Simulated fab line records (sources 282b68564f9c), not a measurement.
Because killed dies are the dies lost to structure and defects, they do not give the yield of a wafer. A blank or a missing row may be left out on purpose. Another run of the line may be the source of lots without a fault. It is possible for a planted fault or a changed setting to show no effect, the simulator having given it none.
The same fault as seen by 2 desks -- flow rit_cmos -- each desk holds nothing but its own numbers, with what lay behind them at the end

THE METROLOGY DESK
What the gauges read, lot by lot, whatever tool the lot ran on: means of the sampled wafers that have a number. Marked OUT: a lot whose mean sits more than 4 standard deviations from the usual mean, which makes it out of limits; the brackets give that distance.
Columns: A = M1_AL_RS at RIT_M1_RS_MEAS_01, usual 0.0735 ohm/sq; B = M1_AL_THK at RIT_M1_THK_MEAS_02, usual 401 nm
lot,first seen here,A,B
L266,day 3 08:47,0.0734,401
L267,day 3 11:51,0.0736,398
L268,day 3 16:49,0.0748,395
L269,day 3 21:07,0.0743,397
L271,day 4 08:04,0.0726,410
L272,day 4 15:05,0.0739,399
L273,day 4 17:58,0.0737,398
L274,day 5 01:13,0.0739,397
L276,day 5 09:17,0.0730,406
L278,day 5 23:43,0.0730,406
L279,day 6 01:53,0.0651 (-10) OUT,469 (+12) OUT
L281,day 6 10:10,0.0663 (-8.9) OUT,459 (+10) OUT
L287,day 7 20:23,0.0747,394
L288,day 8 04:52,0.0731,406
This desk finds L279, L281 out of limits, with the earliest case on L279 at day 6 01:53 (M1_AL_RS at RIT_M1_RS_MEAS_01). L266, L267, L268, L269, L271, L272, L273, L274, L276, L278, L287, L288: within limits.

THE TOOL OWNER'S DESK: pvd_sputter-01
The tool's own readings at RIT_M1_SPUTTER_00 (material Al, target thk 400 nm, time 500 s): means of the sampled wafers that have a number, for each lot that ran on this tool. Marked OUT: a lot whose mean sits more than 4 standard deviations from the usual mean, which makes it out of limits; the brackets give that distance.
Columns: A = cathode_dc_power_W at RIT_M1_SPUTTER_00, usual 2000.0 W; B = throttle_valve_pct at RIT_M1_SPUTTER_00, usual 29.8 %
lot,first seen here,A,B
L267,day 3 11:32,2000.2,29.7
L269,day 3 20:48,2000.2,28.6
L272,day 4 14:48,2000.1,30.0
L279,day 6 01:34,2302.6 (+99 or more) OUT,29.9
L281,day 6 09:50,2302.7 (+99 or more) OUT,30.2
This desk's verdict: out of limits on L279, L281, starting with L279 at day 6 01:34 (cathode_dc_power_W at RIT_M1_SPUTTER_00). L267, L269, L272: within limits.

TAKEN TOGETHER
The tool owner's desk had the chance to raise an alarm at day 6 01:34 on L279, L281.
The metrology desk could have raised an alarm at day 6 01:53, on L279, L281.
The lots listed all ran RIT_M1_SPUTTER_00 on pvd_sputter-01.

WHAT HAD BEEN PUT IN BY THE SIMULATOR
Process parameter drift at RIT_M1_SPUTTER_00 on pvd_sputter-01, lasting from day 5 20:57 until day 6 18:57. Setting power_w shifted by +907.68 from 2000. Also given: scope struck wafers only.
Shown lots that were struck: L279, L281.
Counting hours from when the fault started, the first reading out of limits came at 5 for the tool owner's desk and at 5 for the metrology desk.
